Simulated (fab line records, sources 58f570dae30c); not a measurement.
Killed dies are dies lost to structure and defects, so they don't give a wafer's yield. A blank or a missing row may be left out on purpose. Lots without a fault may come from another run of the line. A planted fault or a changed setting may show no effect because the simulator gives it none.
A struck lot beside a sound one | flow berkeley_cmos170 | 14 steps out of a route of 331
Sound: wafers L128.1, L128.2, L128.3. Struck: wafers L126.1, L126.2, L126.5. The cause comes at the end.
At each step with rows: each side's tool, then ch and its chambers, then its first start. Under that, the readings that differ: sound wafers | struck wafers | difference of the means | sigmas: that difference in standard deviations of wafers without a fault.
alike: readings whose means differ by less than 2 such deviations, and words and numbers that are the same on both sides. not compared: withheld readings, readings that some wafer has no value for, bounds like >300 that may hide the same value, and numbers for which the record gives no deviation and whose values overlap.
The two part at a step that has a row with sigmas, a row that says differs or no value, or rows on one side only. Numbers that don't overlap but have no deviation are shown without sigmas and don't part them. A reading that every wafer of one side lacks parts them only if that side has two wafers or more.

first, 6 steps without rows for these wafers: UCB170_PWELL_HMDS_07 (prime time 60 s); UCB170_PWELL_COAT_08 (resist thk 900 nm); UCB170_PWELL_SOFTBAKE_09 (time 60 s); UCB170_PWELL_EXPOSE_10 (exposes mask PWELL, target cd 3000 nm); UCB170_PWELL_PEB_11; UCB170_PWELL_DEVELOP_12 (develop time 45 s).
UCB170_PWELL_OVL_MEAS_13:
  sound on overlay-01, day 4 18:44; struck on overlay-02, day 4 09:10
  alike: PWELL_OVL
UCB170_PWELL_ETCH_14: etches Si3N4 in CH3F/Ar/O2, stops on SiO2, target depth 242 nm, time 151 s.
  sound on rie_diel-02 ch 1,2,3, day 4 18:46; struck on rie_diel-03 ch 1,2, day 4 09:12
  alike: CH3F_flow_sccm, O2_flow_sccm, drypump_motor_current_A, mfc_ar_sccm, oes_product_au, throttle_valve_pct
  not compared: rf_hours_counter_h
then, 1 step without rows for these wafers: UCB170_PWELL_IMPLANT_15.
UCB170_PWELL_STRIP_16: strips in O2.
  sound on plasma_asher-03 ch 0,1, day 4 19:01; struck on plasma_asher-01 ch 0,1, day 4 09:27
  alike: drypump_motor_current_A, oes_product_au, strip_time_to_endpoint_s
  not compared: rf_hours_counter_h
UCB170_PWELL_TW_MEAS_17:
  sound on film_metro-01, day 4 19:07; struck on film_metro-01, day 4 09:33
  alike: PWELL_TW
then, 1 step without rows for these wafers: UCB170_PWELL_CLEAN_18 (cleans in SPM, time 600 s).
UCB170_PWELL_WET_ETCH_19: etches Si3N4 in H3PO4, time 14400 s.
  sound on wet_bench-04 ch 1, day 4 19:53; struck on wet_bench-02 ch 2, day 4 13:17
  no value came back on the struck wafers for bath_guard_temp_C (C), bath_heat_duty_pct (%); on the sound wafers bath_guard_temp_C (C) reads 160.4 160.8 160.5
  reading                                      | sound | struck           | difference | sigmas
  model.Si3N4_of_PWELL_CVD_05.thk_nm (nm)      | 0 0 0 | 218.2 218 219.6  | +218.6     |
  model.SiO2_of_PWELL_OXIDATION_02.thk_nm (nm) | 0 0 0 | 23.5 23.57 23.42 | +23.5      |
then, 1 step without rows for these wafers: UCB170_PWELL_WET_ETCH_20 (etches SiO2 in BOE, time 22 s).

WHERE THEY PART
Only at UCB170_PWELL_WET_ETCH_19, within this record.

WHY: what the simulator had put in
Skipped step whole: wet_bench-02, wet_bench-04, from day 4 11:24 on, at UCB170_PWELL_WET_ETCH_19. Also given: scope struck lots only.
